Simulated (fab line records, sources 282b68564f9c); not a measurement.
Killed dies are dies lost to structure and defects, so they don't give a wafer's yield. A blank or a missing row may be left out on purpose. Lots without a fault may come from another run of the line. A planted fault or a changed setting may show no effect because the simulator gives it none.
Split-lot experiment | flow rit_cmos | 5 lots, 23 wafers read, on a route of 202 steps

THE SPLIT
At RIT_CONTACT_CVD_00 (deposits SiO2 from TEOS, target thk 400 nm, time 61 s), the setting time_s was moved away from the recipe's 61 s on 5 of the 23 wafers read, by -12.4% to -6.3%. The other wafers ran this setting at the recipe's value.

The file shows no step between the split and the reading.

THE READING
CONTACT_TEOS_THK, in nm, at RIT_CONTACT_THK_MEAS_01. Fault-free wafers of this fab line usually give 401 nm, standard deviation 4.9 nm.

wafer  | tool, chamber at the split | time_s as run, s | against the recipe | CONTACT_TEOS_THK, nm | against lot-mates on the recipe
L074.1 | pecvd-03, 2                | 61               | recipe             | 401                  | -
L074.2 | pecvd-03, 0,2,0            | 61               | recipe             | 392                  | -
L074.4 | pecvd-03, 1                | 61               | recipe             | 395                  | -
L074.5 | pecvd-03, 0,2,0            | 61               | recipe             | 404                  | -
L074.6 | pecvd-03, 0,2,0            | 61               | recipe             | 397                  | -
L076.1 | pecvd-02, 1,0,1            | 61               | recipe             | 400                  | -
L076.3 | pecvd-02, 1,0,1            | 61               | recipe             | 396                  | -
L076.4 | pecvd-02, 2                | 61               | recipe             | 404                  | -
L076.5 | pecvd-02, 0                | 61               | recipe             | 406                  | -
L076.6 | pecvd-02, 1,0,1            | 61               | recipe             | 404                  | -
L077.1 | pecvd-03, 2                | 61               | recipe             | 395                  | -
L077.2 | pecvd-03, 1                | 53.42            | -12.4%             | 348                  | -46
L077.3 | pecvd-03, 0                | 61               | recipe             | 392                  | -
L077.5 | pecvd-03, 0                | 53.42            | -12.4%             | 349                  | -44
L077.6 | pecvd-03, 2                | 53.42            | -12.4%             | 352                  | -42
L079.1 | pecvd-02, 2                | 61               | recipe             | 403                  | -
L079.2 | pecvd-02, 0                | 61               | recipe             | 397                  | -
L079.4 | pecvd-02, 0                | 61               | recipe             | 406                  | -
L084.1 | pecvd-01, 2                | 61               | recipe             | 398                  | -
L084.2 | pecvd-01, 0                | 57.14            | -6.3%              | 375                  | -27
L084.3 | pecvd-01, 1                | 61               | recipe             | 402                  | -
L084.4 | pecvd-01, 1                | 57.14            | -6.3%              | 383                  | -19
L084.5 | pecvd-01, 0                | 61               | recipe             | 405                  | -
Where a row lists several chambers, the file gives one row for several wafers and doesn't say which wafer went through which chamber.

THE FIT
A straight line over all 23 wafers: CONTACT_TEOS_THK changes by +3.95 nm for each +1% of time_s; r = +0.97; the points scatter about the line by 4.6 nm.
The same after taking each lot's own level away (the mean of its wafers on the recipe; 23 wafers): +3.53 nm for each +1%; r = +0.98; scatter 3.6 nm.
On that fit, the largest move of time_s shifts the reading by 44 nm.
The lots' own levels span 393.5 to 402.0 nm, that is 1.7 times the standard deviation above.
So the lot-to-lot level changes the slope: the two fits differ.
Check: with one of the wafers moved furthest among these (-12.4%) left out of the fit, the line predicts -43.3 nm for it against its lot-mates. It came out at -45.5 nm against them.

OTHER SPLITS ON THESE WAFERS
These wafers also went through other splits before the reading. Each is held against what the fit with the lots' levels taken away leaves over:
other split on the same wafers | wafers away from the commonest value | r with CONTACT_TEOS_THK (lot level and that fit taken away)
RIT_PLDD_IMPLANT_08 dose_cm2   | 7                                    | +0.20
RIT_SPACER_ETCHBACK_05 time_s  | 10                                   | +0.21
RIT_PSD_COAT_01 resist_thk_nm  | 8                                    | +0.05
RIT_PSD_IMPLANT_08 dose_cm2    | 7                                    | +0.31

THE WHOLE CHAIN: every reading that the file lists as answering this split, in the file's order
step                    | what it does                                          | reading                                                                        | change (the file's fit)              | r (the file's)
RIT_CONTACT_CVD_00      | deposits SiO2 from TEOS, target thk 400 nm, time 61 s | SiO2_of_CONTACT_CVD_00.thk_nm (the simulator's own value, which no gauge read) | +3.62 nm for each +1% of the setting | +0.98
RIT_CONTACT_THK_MEAS_01 |                                                       | CONTACT_TEOS_THK                                                               | +3.55 for each +1% of the setting    | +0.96

THE FILE'S OWN FIT
CONTACT_TEOS_THK changes by +3.55 nm for each +1% of time_s, r = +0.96.
